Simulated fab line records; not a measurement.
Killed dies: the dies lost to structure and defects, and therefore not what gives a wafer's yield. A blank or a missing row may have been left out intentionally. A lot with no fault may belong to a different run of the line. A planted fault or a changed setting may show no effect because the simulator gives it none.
The tool behind it: which one? + flow berkeley cmos170 + Sampling: 14 lots, 42 wafers, 7 of 331 route steps

== WHAT THE GAUGES SHOWED, per wafer ==
UCB170_SDANNEAL_RS_MEAS_02: uses a four-point probe to measure.
| lot  | measured     | on            | PSD_RS (ohm/sq) |
|------|--------------|---------------|-----------------|
| L107 | day 7 04:35  | film metro-02 | 75.5 75.5 75.7  |
| L106 | day 7 05:26  | film metro-01 | 76.0 76.3 76.1  |
| L108 | day 7 05:48  | film metro-04 | 65.5 65.3 65.5  |
| L110 | day 7 16:24  | film metro-04 | 65.3 65.1 65.0  |
| L109 | day 7 16:57  | film metro-02 | 75.7 75.6 75.5  |
| L111 | day 7 17:08  | film metro-01 | 65.8 65.8 65.7  |
| L118 | day 9 10:43  | film metro-02 | 76.1 75.9 75.9  |
| L119 | day 9 23:51  | film metro-01 | 75.5 75.1 75.4  |
| L121 | day 10 05:29 | film metro-04 | 75.4 75.7 75.1  |
| L123 | day 10 10:20 | film metro-02 | 75.3 75.6 75.2  |
| L126 | day 11 09:17 | film metro-04 | 75.4 75.3 75.4  |
| L128 | day 11 16:26 | film metro-01 | 75.7 75.8 75.8  |
| L127 | day 11 16:49 | film metro-02 | 75.8 75.9 75.7  |
| L129 | day 12 01:32 | film metro-04 | 75.4 75.2 75.4  |

UCB170_SDANNEAL_RS_MEAS_03: uses a four-point probe to measure.
| lot  | measured     | on            | NSD_RS (ohm/sq)   |
|------|--------------|---------------|-------------------|
| L107 | day 7 04:43  | film metro-02 | 37.51 37.57 37.55 |
| L106 | day 7 05:33  | film metro-01 | 37.37 37.25 37.24 |
| L108 | day 7 05:55  | film metro-04 | 35.68 35.69 35.75 |
| L110 | day 7 16:31  | film metro-04 | 35.65 35.73 35.73 |
| L109 | day 7 17:04  | film metro-02 | 37.14 37.11 37.18 |
| L111 | day 7 17:16  | film metro-01 | 35.83 35.84 35.86 |
| L118 | day 9 10:50  | film metro-02 | 37.28 37.32 37.23 |
| L119 | day 9 23:58  | film metro-01 | 37.34 37.31 37.27 |
| L121 | day 10 05:37 | film metro-04 | 37.08 37.13 37.10 |
| L123 | day 10 10:28 | film metro-02 | 37.31 37.35 37.38 |
| L126 | day 11 09:24 | film metro-04 | 37.14 37.12 37.07 |
| L128 | day 11 16:34 | film metro-01 | 37.36 37.45 37.34 |
| L127 | day 11 16:56 | film metro-02 | 37.30 37.22 37.25 |
| L129 | day 12 01:39 | film metro-04 | 37.22 37.17 37.18 |

UCB170_SDANNEAL_RS_MEAS_04: uses a four-point probe to measure.
| lot  | measured     | on            | PLDD_RS (ohm/sq) |
|------|--------------|---------------|------------------|
| L107 | day 7 04:50  | film metro-02 | 1037 1036 1038   |
| L106 | day 7 05:40  | film metro-01 | 1044 1040 1042   |
| L108 | day 7 06:02  | film metro-04 | 1008 1013 1013   |
| L110 | day 7 16:38  | film metro-04 | 1012 1010 1013   |
| L109 | day 7 17:11  | film metro-02 | 1035 1036 1039   |
| L111 | day 7 17:23  | film metro-01 | 1020 1017 1018   |
| L118 | day 9 10:58  | film metro-02 | 1035 1037 1035   |
| L119 | day 10 00:05 | film metro-01 | 1036 1034 1036   |
| L121 | day 10 05:44 | film metro-04 | 1039 1038 1039   |
| L123 | day 10 10:35 | film metro-02 | 1029 1033 1033   |
| L126 | day 11 09:31 | film metro-04 | 1036 1036 1036   |
| L128 | day 11 16:41 | film metro-01 | 1035 1036 1038   |
| L127 | day 11 17:04 | film metro-02 | 1036 1038 1039   |
| L129 | day 12 01:46 | film metro-04 | 1036 1034 1034   |

UCB170_SILICIDE_RS_MEAS_02: uses a four-point probe to measure.
| lot  | measured     | on            | SILICIDE_TI_RS (ohm/sq) |
|------|--------------|---------------|-------------------------|
| L107 | day 7 05:10  | film metro-01 | 26.3 26.6 26.3          |
| L106 | day 7 06:01  | film metro-03 | 26.0 26.0 25.9          |
| L108 | day 7 06:23  | film metro-01 | 25.9 25.6 25.7          |
| L110 | day 7 16:58  | film metro-03 | 26.1 26.1 26.2          |
| L109 | day 7 17:32  | film metro-03 | 25.9 25.7 25.9          |
| L111 | day 7 17:43  | film metro-04 | 26.0 25.9 25.9          |
| L118 | day 9 11:17  | film metro-04 | 26.5 26.2 26.5          |
| L119 | day 10 00:26 | film metro-04 | 25.8 25.7 25.9          |
| L121 | day 10 06:04 | film metro-01 | 25.8 26.5 26.2          |
| L123 | day 10 10:55 | film metro-03 | 26.0 26.1 25.7          |
| L126 | day 11 09:51 | film metro-01 | 26.5 26.5 26.6          |
| L128 | day 11 17:01 | film metro-04 | 26.3 26.1 26.2          |
| L127 | day 11 17:24 | film metro-03 | 25.8 26.2 26.0          |
| L129 | day 12 02:06 | film metro-03 | 25.6 25.3 25.8          |

UCB170_CONTACT_OVL_MEAS_16.
| lot  | measured     | on         | CONTACT_OVL (nm) |
|------|--------------|------------|------------------|
| L107 | day 7 11:05  | overlay-01 | -3 6 8           |
| L106 | day 7 10:25  | overlay-01 | 7 7 7            |
| L108 | day 7 12:04  | overlay-01 | 1 -4 5           |
| L110 | day 8 01:35  | overlay-02 | 2 5 5            |
| L109 | day 8 01:16  | overlay-02 | -9 -11 -8        |
| L111 | day 8 01:03  | overlay-01 | -2 -1 8          |
| L118 | day 9 15:26  | overlay-01 | -2 3 4           |
| L119 | day 10 04:53 | overlay-01 | -3 -6 2          |
| L121 | day 10 11:06 | overlay-01 | -6 -4 -4         |
| L123 | day 10 15:10 | overlay-01 | 6 2 3            |
| L126 | day 11 13:53 | overlay-02 | 3 3 5            |
| L128 | day 11 21:05 | overlay-01 | 2 7 8            |
| L127 | day 11 23:25 | overlay-01 | 2 3 2            |
| L129 | day 12 09:38 | overlay-01 | -6 -3 -1         |

== TOOL THAT RAN EACH LOT (tool first, then ch and the chambers of the sampled wafers, then the start) ==
| lot  | UCB170_GATE_STRIP_16                 | UCB170_SDANNEAL_RTA_01           |
|------|--------------------------------------|----------------------------------|
| L107 | plasma asher-04 ch 0,1, day 6 13:35  | rtp anneal-02 ch 0, day 7 04:32  |
| L106 | plasma asher-01 ch 0,1, day 6 13:40  | rtp anneal-02 ch 0, day 7 05:22  |
| L108 | plasma asher-01 ch 0,1, day 6 13:53  | rtp anneal-02 ch 0, day 7 05:43  |
| L110 | plasma asher-02 ch 0,1, day 7 04:43  | rtp anneal-02 ch 0, day 7 16:20  |
| L109 | plasma asher-01 ch 0,1, day 7 05:01  | rtp anneal-01 ch 0, day 7 16:53  |
| L111 | plasma asher-04 ch 0,1, day 7 05:17  | rtp anneal-02 ch 0, day 7 17:04  |
| L118 | plasma asher-01 ch 0, day 8 21:13    | rtp anneal-01 ch 0, day 9 10:39  |
| L119 | plasma asher-02 ch 1, day 9 08:05    | rtp anneal-01 ch 0, day 9 23:47  |
| L121 | plasma asher-01 ch 0,1, day 9 13:06  | rtp anneal-01 ch 0, day 10 05:26 |
| L123 | plasma asher-02 ch 0,1, day 9 21:01  | rtp anneal-01 ch 0, day 10 10:17 |
| L126 | plasma asher-01 ch 0,1, day 10 17:44 | rtp anneal-01 ch 0, day 11 09:11 |
| L128 | plasma asher-01 ch 0,1, day 11 03:26 | rtp anneal-02 ch 0, day 11 16:23 |
| L127 | plasma asher-01 ch 1, day 11 03:41   | rtp anneal-01 ch 0, day 11 16:45 |
| L129 | plasma asher-02 ch 0,1, day 11 10:01 | rtp anneal-02 ch 0, day 12 01:28 |
- UCB170_GATE_STRIP_16: strips in O2.
- UCB170_SDANNEAL_RTA_01: time 5 s.

== WHAT THE TOOLS THEMSELVES READ (means of the sampled wafers that have a number; where no wafer has one, the mark that the record gives instead) ==
UCB170_GATE_STRIP_16.
| lot  | tool            | drypump motor current A (A) | oes product au (a.u.) |
|------|-----------------|-----------------------------|-----------------------|
| L107 | plasma asher-04 | 5.76                        | 0.724                 |
| L106 | plasma asher-01 | 6.09                        | 0.724                 |
| L108 | plasma asher-01 | 6.16                        | 0.719                 |
| L110 | plasma asher-02 | 5.73                        | 0.726                 |
| L109 | plasma asher-01 | 6.18                        | 0.729                 |
| L111 | plasma asher-04 | 5.71                        | 0.726                 |
| L118 | plasma asher-01 | 6.01                        | 0.724                 |
| L119 | plasma asher-02 | 5.61                        | 0.725                 |
| L121 | plasma asher-01 | 6.09                        | 0.721                 |
| L123 | plasma asher-02 | 5.74                        | 0.725                 |
| L126 | plasma asher-01 | 6.07                        | 0.726                 |
| L128 | plasma asher-01 | 6.17                        | 0.719                 |
| L127 | plasma asher-01 | 6.24                        | 0.729                 |
| L129 | plasma asher-02 | 5.86                        | 0.724                 |

UCB170_SDANNEAL_RTA_01.
| lot  | tool          | lamp power pct (%) | wafer_temp_C_max |
|------|---------------|--------------------|------------------|
| L107 | rtp anneal-02 | 40.92              | 1055.6           |
| L106 | rtp anneal-02 | 40.86              | 1055.9           |
| L108 | rtp anneal-02 | 43.56              | 1081.2           |
| L110 | rtp anneal-02 | 43.59              | 1080.1           |
| L109 | rtp anneal-01 | 40.73              | 1053.5           |
| L111 | rtp anneal-02 | 43.57              | 1080.4           |
| L118 | rtp anneal-01 | 40.68              | 1053.8           |
| L119 | rtp anneal-01 | 40.67              | 1054.4           |
| L121 | rtp anneal-01 | 40.71              | 1053.3           |
| L123 | rtp anneal-01 | 40.67              | 1053.2           |
| L126 | rtp anneal-01 | 40.71              | 1054.3           |
| L128 | rtp anneal-02 | 40.83              | 1054.6           |
| L127 | rtp anneal-01 | 40.69              | 1054.6           |
| L129 | rtp anneal-02 | 40.87              | 1055.6           |

== THE ANSWER, worked out from the rows above alone ==
Rule: the usual values come from the lots themselves. Put in order of their means at a reading, lots are off if they are a third of the lots or fewer, leave a main group of 4 or more, and stand apart from it by a gap of 3 or more times the standard deviation of the main group's means; of several such gaps the widest counts. If all means in a main group match to the digits the tables above print for the reading, that group is not used. A lot without any number at a reading at which 4 lots or more have one is off too. All remaining lots with rows at the step are treated as sound. After the gauges, taken in route order, come the tools' own readings; for these a lot's mean is taken, as printed above. At the first step where some lot is off, the reading lying furthest off is the one used; lots without a number count as furthest.
Off: at UCB170_SDANNEAL_RS_MEAS_02 (PSD_RS), L108, L110, L111. The main group has a mean of 75.6 ohm/sq with a standard deviation of 0.27.
If a tool, at a process step before that reading, ran all the lots that are off and no sound lot after the first of them, it fits. The gauges at UCB170_SDANNEAL_RS_MEAS_02 aren't tried: what is off there is off at UCB170_SDANNEAL_RTA_01 too, on other tools, and a gauge's error can't cause that. None of those tried fits.

== WHAT WAS PUT IN BY THE SIMULATOR ==
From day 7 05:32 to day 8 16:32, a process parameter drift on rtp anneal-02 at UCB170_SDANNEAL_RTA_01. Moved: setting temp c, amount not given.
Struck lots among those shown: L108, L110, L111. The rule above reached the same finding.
